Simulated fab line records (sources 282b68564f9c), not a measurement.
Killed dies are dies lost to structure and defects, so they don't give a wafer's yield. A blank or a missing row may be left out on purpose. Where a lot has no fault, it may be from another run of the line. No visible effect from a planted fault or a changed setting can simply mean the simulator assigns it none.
fab line records	flow ritCmos
record lots=6	wafers=18	lastDay=6
route steps=202 shown SILICIDE@167 CONTACT@168 M1@202
lots untouched by any fault: they come from a run of this same line in which no faults occurred
startH: hours from the record's first day to the start of the lot's first wafer shown	waitH: how many hours have passed since the lot's step before this one	" the same as in the row above	L1.1+2: a row that stands for several wafers	- either no value or no given start	* or withheld: withheld	< > ~ a bound
route shown NAME@n: NAME is a module with steps in the file, n the number in the route of the first one	usual: the fault-free wafers' mean and standard deviation	same: alike in all rows	chamber/n: place in a boat	sites: each site's reading	_std_site: standard deviation of those values	_edge_site: inner sites' mean taken away from outer sites' mean	radiusMm: for every site, how far away it sits from the centre of the wafer	mask NAME#n: copy n	behind: tool/chamber where the wafer was last shaped	hold: reason for holding the lot/hours on hold/outcome of the hold	device: the n, p or np transistor that did not switch	end of line: the route-end tests of the same wafers	a step given without rows: its recipe and nothing more	killed: count of dies lost to structure and defects at first sort (not the wafer's yield)	map: a wafer's dies, x killed, . not, _ none there
set.NAME: the setting that was run; set.NAME@STEP: the one run at that earlier step	model.NAME: the simulator's own value behind a step, which no gauge read
lots at selected steps of the route; one table per step, one row per wafer
services: a tool's chamber out of use, with start hour (startH, from the record's first day; less than 0 if before it), hours out, and reason
## steps
# step RIT_SILICIDE_RTA_06
# recipe tempC=750	timeS=10	idleTempC=25	rampUpS=5	rampDownS=10	coolToC=25	ambient=N2
# usual annealTempCMax=752.7/0.71	wafer_temp_C_max=755.3/1.1
lot.wafer	tool	chamber	startH	waitH	annealTempCMax	wafer_temp_C_max
L409.1	rtpAnneal-01	0	56.58	0.0	753.4	755.1
L409.2	"	0	"	"	752.9	755.5
L409.3	"	0	"	"	753.8	756.0
L411.1	rtpAnneal-01	0	65.96	0.0	753.9	755.0
L411.2	"	0	"	"	753.2	754.3
L411.4	"	0	"	"	754.1	756.1
L417.1	rtpAnneal-01	0	98.69	0.0	753.0	756.1
L417.3	"	0	"	"	753.2	756.1
L417.5	"	0	"	"	753.4	753.1
L420.3	rtpAnneal-02	0	111.38	0.0	751.7	754.7
L420.5	"	0	"	"	752.1	756.1
L420.6	"	0	"	"	751.9	755.4
L422.1	rtpAnneal-02	0	119.47	0.0	752.5	755.8
L422.4	"	0	"	"	751.6	755.9
L422.5	"	0	"	"	751.8	758.2
L427.1	rtpAnneal-01	0	146.40	0.0	753.0	754.1
L427.2	"	0	"	"	751.5	754.3
L427.5	"	0	"	"	752.7	755.3
# step RIT_CONTACT_CVD_00
# recipe material=SiO2	targetThkNm=400	precursor=TEOS	tempC=390	timeS=61	rfW=400
# usual heaterPowerW=352/57
lot.wafer	tool	chamber	startH	waitH	heaterPowerW
L409.1	pecvd-03	2	56.65	0.1	297
L409.2	"	1	"	"	338
L409.3	"	0	"	"	340
L411.1	pecvd-02	2	66.02	0.1	321
L411.2	"	0	"	"	424
L411.4	"	2	"	"	340
L417.1	pecvd-02	1	98.75	0.1	349
L417.3	"	0	"	"	404
L417.5	"	1	"	"	358
L420.3	pecvd-02	1	111.42	0.0	340
L420.5	"	1	"	"	352
L420.6	"	0	"	"	435
L422.1	pecvd-01	0	119.53	0.1	392
L422.4	"	0	"	"	385
L422.5	"	2	"	"	444
L427.1	pecvd-03	2	146.47	0.1	303
L427.2	"	0	"	"	334
L427.5	"	1	"	"	339
# step RIT_CONTACT_THK_MEAS_01
# recipe reads=SiO2_of_CONTACT_CVD_00
# usual CONTACT_TEOS_THK=401/5
lot.wafer	tool	chamber	startH	waitH	CONTACT_TEOS_THK[nm]
L409.1	filmMetro-02	-	56.70	0.0	395
L409.2	"	-	"	"	397
L409.3	"	-	"	"	400
L411.1	filmMetro-01	-	66.08	0.0	392
L411.2	"	-	"	"	396
L411.4	"	-	"	"	400
L417.1	filmMetro-02	-	98.81	0.0	398
L417.3	"	-	"	"	403
L417.5	"	-	"	"	398
L420.3	filmMetro-04	-	111.49	0.0	396
L420.5	"	-	"	"	406
L420.6	"	-	"	"	405
L422.1	filmMetro-04	-	119.58	0.0	398
L422.4	"	-	"	"	409
L422.5	"	-	"	"	406
L427.1	filmMetro-02	-	146.52	0.0	397
L427.2	"	-	"	"	404
L427.5	"	-	"	"	401
# step RIT_CONTACT_HMDS_02
# recipe primeTimeS=60	primeTempC=140
# step RIT_CONTACT_COAT_03
# recipe resist=NOVOLAK	spinRpm=3250	resistThkNm=1000
# step RIT_CONTACT_SOFTBAKE_04
# recipe resist=NOVOLAK	tempC=90	timeS=60
# step RIT_CONTACT_EXPOSE_05
# recipe maskId=M11	na=0.6	sourceShape=conventional	sigmaOuter=0.5	targetCdNm=1000	doseMj=250
# step RIT_CONTACT_PEB_06
# recipe resist=NOVOLAK	tempC=withheld	timeS=withheld
# step RIT_CONTACT_DEVELOP_07
# recipe resist=NOVOLAK	developTimeS=120	devTempC=23
# step RIT_CONTACT_CD_MEAS_08
# recipe targetCdNm=1000
# usual cdNm=998.9/2.1
lot.wafer	tool	chamber	startH	waitH	cdNm
L409.1	cdSem-01	-	57.85	-	996.8
L409.2	"	-	"	"	1000.2
L409.3	"	-	"	"	999.6
L411.1	cdSem-01	-	67.23	-	1000.5
L411.2	"	-	"	"	1000.5
L411.4	"	-	"	"	1000.8
L417.1	cdSem-02	-	100.00	-	1000.8
L417.3	"	-	"	"	999.0
L417.5	"	-	"	"	996.3
L420.3	cdSem-01	-	112.58	-	999.3
L420.5	"	-	"	"	999.1
L420.6	"	-	"	"	999.1
L422.1	cdSem-02	-	120.74	-	997.4
L422.4	"	-	"	"	996.4
L422.5	"	-	"	"	997.3
L427.1	cdSem-02	-	147.55	-	1000.5
L427.2	"	-	"	"	1001.3
L427.5	"	-	"	"	1000.5
# step RIT_CONTACT_OVL_MEAS_09
# usual CONTACT_OVL=0.6/1.2
lot.wafer	tool	chamber	startH	waitH	CONTACT_OVL[nm]
L409.1	overlay-01	-	57.97	0.1	0.9
L409.2	"	-	"	"	-0.4
L409.3	"	-	"	"	0.7
L411.1	overlay-01	-	67.35	0.1	-0.3
L411.2	"	-	"	"	0.2
L411.4	"	-	"	"	1.8
L417.1	overlay-01	-	100.12	0.1	-2.3
L417.3	"	-	"	"	1.6
L417.5	"	-	"	"	0.7
L420.3	overlay-01	-	112.67	0.1	0.1
L420.5	"	-	"	"	3.0
L420.6	"	-	"	"	1.1
L422.1	overlay-01	-	120.86	0.1	0.1
L422.4	"	-	"	"	-1.3
L422.5	"	-	"	"	0.2
L427.1	overlay-01	-	147.67	0.1	0.8
L427.2	"	-	"	"	2.3
L427.5	"	-	"	"	-0.5
# step RIT_CONTACT_HARDBAKE_10
# recipe resist=NOVOLAK	tempC=140	timeS=60
# step RIT_CONTACT_ETCH_11
# recipe targetDepthA=4800	overEtchFrac=0.2	stopOn=TiSi2	chemistry=CHF3/CF4/Ar	target=SiO2	CHF3_flow_sccm=50	cf4FlowSccm=10	Ar_flow_sccm=100	O2_flow_sccm=5	pressureMtorr=100	rfW=200	timeS=320
# usual drypumpMotorCurrentA=5.6/0.58	oesProductAu=0.992/0.015	overEtchFrac=0.2/0	throttleValvePct=8.82/0.13
lot.wafer	tool	chamber	startH	waitH	drypumpMotorCurrentA	oesProductAu	overEtchFrac	rfHoursCounterH	throttleValvePct
L409.1	rieDiel-04	0	58.16	0.1	5.7	0.981	0.2	40	8.91
L409.2	"	2	"	"	6.5	0.985	0.2	0	8.83
L409.3	"	3	"	"	5.9	1.007	0.2	35	8.81
L411.1	rieDiel-02	2	67.53	0.1	5.0	0.991	0.2	97	8.73
L411.2	"	1	"	"	5.8	0.973	0.2	53	8.93
L411.4	"	2	"	"	5.0	0.992	0.2	-	8.74
L417.1	rieDiel-04	0	100.31	0.1	5.7	0.980	0.22327	41	8.93
L417.3	"	1	"	"	4.8	0.998	0.22327	134	8.71
L417.5	"	1	"	"	4.8	0.993	0.22327	-	8.69
L420.3	rieDiel-04	1	112.84	0.1	4.8	0.995	0.22327	135	8.69
L420.5	"	0	"	"	5.7	0.968	0.22327	-	8.92
L420.6	"	3	"	"	5.9	1.008	0.22327	-	8.81
L422.1	rieDiel-03	2	121.04	0.1	6.6	0.973	0.2	6	9.03
L422.4	"	3	"	"	4.9	1.018	0.2	55	8.60
L422.5	"	1	"	"	5.3	0.994	0.2	-	8.75
L427.1	rieDiel-02	1	147.85	0.1	5.7	0.966	0.2	55	8.92
L427.2	"	3	"	"	5.9	1.016	0.2	96	8.98
L427.5	"	3	"	"	6.0	1.020	0.2	-	8.99
# step RIT_CONTACT_STRIP_12
# recipe chemistry=O2	timeS=180	resist=NOVOLAK	platenTempC=withheld	powerW=500	pressureMtorr=4000	o2FlowSccm=4000
# usual drypumpMotorCurrentA=5.4/0.48
lot.wafer	tool	chamber	startH	waitH	drypumpMotorCurrentA	rfHoursCounterH
L409.1	plasmaAsher-02	1	58.35	0.1	5.0	22
L409.2	"	0	"	"	6.5	22
L409.3	"	1	"	"	5.0	-
L411.1	plasmaAsher-04	1	67.73	0.1	5.2	49
L411.2	"	0	"	"	4.8	49
L411.4	"	1	"	"	5.2	-
L417.1	plasmaAsher-03	0	100.50	0.1	5.8	51
L417.3	"	0	"	"	5.8	-
L417.5	"	1	"	"	5.4	-
L420.3	plasmaAsher-03	1	113.10	0.2	5.5	-
L420.5	"	0	"	"	5.8	-
L420.6	"	1	"	"	5.4	-
L422.1	plasmaAsher-03	1	121.24	0.1	5.4	53
L422.4	"	0	"	"	5.8	-
L422.5	"	0	"	"	5.8	-
L427.1	plasmaAsher-04	1	148.05	0.1	5.2	58
L427.2	"	0	"	"	4.8	58
L427.5	"	1	"	"	5.2	-
# step RIT_M1_PROBE_99
# usual killedAtFrontEnd=6.6/3	killedDies=6.6/3	killedOpen=3.4/2	killedShort=3.2/2
# same grossDies=264	killed_at_M0_to_M3=0	killed_at_M4_up=0	killedAtBackSide=0	killedAtContacts=0	killedAtOther=0
lot.wafer	tool	chamber	startH	waitH	killedAtFrontEnd	killedDies	killedOpen	killedShort
L411.1	prober-01	-	72.42	0.1	18	18	8	10
L411.2	prober-01	-	72.47	0.1	10	10	6	4
L411.4	prober-01	-	72.57	0.2	9	9	3	6
L417.1	prober-01	-	105.37	0.1	6	6	3	3
L417.3	prober-01	-	105.47	0.2	7	7	6	1
L417.5	prober-01	-	105.57	0.2	4	4	2	2
L420.3	prober-02	-	117.81	0.2	5	5	3	2
L420.5	prober-02	-	117.91	0.2	8	8	5	3
L420.6	prober-02	-	117.96	0.2	14	14	7	7
L422.1	prober-01	-	126.26	0.1	8	8	4	4
L422.4	prober-01	-	126.41	0.2	6	6	4	2
L422.5	prober-01	-	126.46	0.2	5	5	4	1
# killed by level:class
L411.1 GATE:geometricParticle:short=6 GATE:geometricParticle:open=3 SPACER:geometricParticle:short=3 SPACER:geometricParticle:open=2 FOX2:geometricParticle:open=1 REOX:geometricParticle:open=1 REOX:geometricParticle:short=1 SILICIDE:geometricParticle:open=1
L411.2 FOX2:geometricParticle:open=3 GATE:geometricParticle:short=2 REOX:geometricParticle:open=2 FOX1:geometricParticle:short=1 REOX:geometricParticle:short=1 SPACER:geometricParticle:open=1
L411.4 GATE:geometricParticle:short=3 FOX1:geometricParticle:open=1 GATE:geometricParticle:open=1 REOX:geometricParticle:open=1 REOX:geometricParticle:short=1 SPACER:geometricParticle:short=1 SILICIDE:geometricParticle:short=1
L417.1 FOX1:geometricParticle:open=1 GATE:geometricParticle:open=1 GATE:geometricParticle:short=1 REOX:geometricParticle:short=1 SPACER:geometricParticle:open=1 SILICIDE:geometricParticle:short=1
L417.3 FOX1:geometricParticle:open=2 REOX:geometricParticle:open=2 GATE:geometricParticle:open=1 SPACER:geometricParticle:open=1 SILICIDE:geometricParticle:short=1
L417.5 FOX2:geometricParticle:open=2 FOX1:geometricParticle:short=1 GATE:geometricParticle:short=1
L420.3 GATE:geometricParticle:open=2 FOX1:geometricParticle:short=1 GATE:geometricParticle:short=1 SPACER:geometricParticle:open=1
L420.5 GATE:geometricParticle:open=2 SILICIDE:geometricParticle:open=2 ACTIVE:geometricParticle:short=1 REOX:geometricParticle:open=1 REOX:geometricParticle:short=1 SILICIDE:geometricParticle:short=1
L420.6 GATE:geometricParticle:short=4 SILICIDE:geometricParticle:open=3 REOX:geometricParticle:short=2 FOX1:geometricParticle:open=1 FOX2:geometricParticle:open=1 FOX2:geometricParticle:short=1 GATE:geometricParticle:open=1 SPACER:geometricParticle:open=1
L422.1 GATE:geometricParticle:short=3 FOX1:geometricParticle:open=1 GATE:geometricParticle:open=1 REOX:geometricParticle:short=1 REOX:geometricParticle:open=1 SILICIDE:geometricParticle:open=1
L422.4 REOX:geometricParticle:open=2 FOX1:geometricParticle:short=1 GATE:geometricParticle:open=1 SILICIDE:geometricParticle:open=1 SILICIDE:geometricParticle:short=1
L422.5 SPACER:geometricParticle:open=2 FOX1:geometricParticle:open=1 SILICIDE:geometricParticle:short=1 SILICIDE:geometricParticle:open=1
## services
tool	chamber	startH	hours	kind
pecvd-03	2	41.25	6.8	repair
rieDiel-03	2	42.92	8.1	repair
pecvd-03	1	47.84	5.9	repair
rtpAnneal-02	-	52.06	4.7	pm
pecvd-02	2	52.24	11.3	repair
rieDiel-04	1	54.60	8.1	repair
pecvd-02	-	58.59	1.1	repair
rieDiel-02	3	60.54	7.6	repair
rieDiel-04	2	71.74	8.0	repair
pecvd-03	0	81.09	6.3	repair
rieDiel-04	2	81.53	3.8	repair
rieDiel-04	2	94.22	3.2	repair
pecvd-01	-	123.95	1.8	repair
pecvd-01	0	138.27	3.9	repair
plasmaAsher-03	-	141.43	21.2	repair
rieDiel-04	0	142.86	6.3	repair
pecvd-02	-	143.86	1.5	repair
## key
firstSign step=RIT_CONTACT_ETCH_11	reading=overEtchFrac	direction=up	sigmas=99+	usual=0.2	struck=0.22327
effect none on later readings
metAt RIT_CONTACT_ETCH_11
struckWafers L417.1,L417.3,L417.5,L420.3,L420.5,L420.6
testerLeftOut L417,L420
onsetBetween 58.16 100.31
fault kind=processParameterDrift	tool=rieDiel-04	chamber=-	onsetH=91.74	steps=RIT_CONTACT_ETCH_11	channel=overEtchFrac	offset=0.023267	shape=step	endH=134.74	actsIn=theseRecipesOnly	stated=0.2
# testerLeftOut: of these lots the tester's yield and bins aren't shown, on N5 and GAA mostly nor the transistor test; their killed dies are dies lost to structure and defects alone, not to doping, threshold or leakage, so they don't give the yield
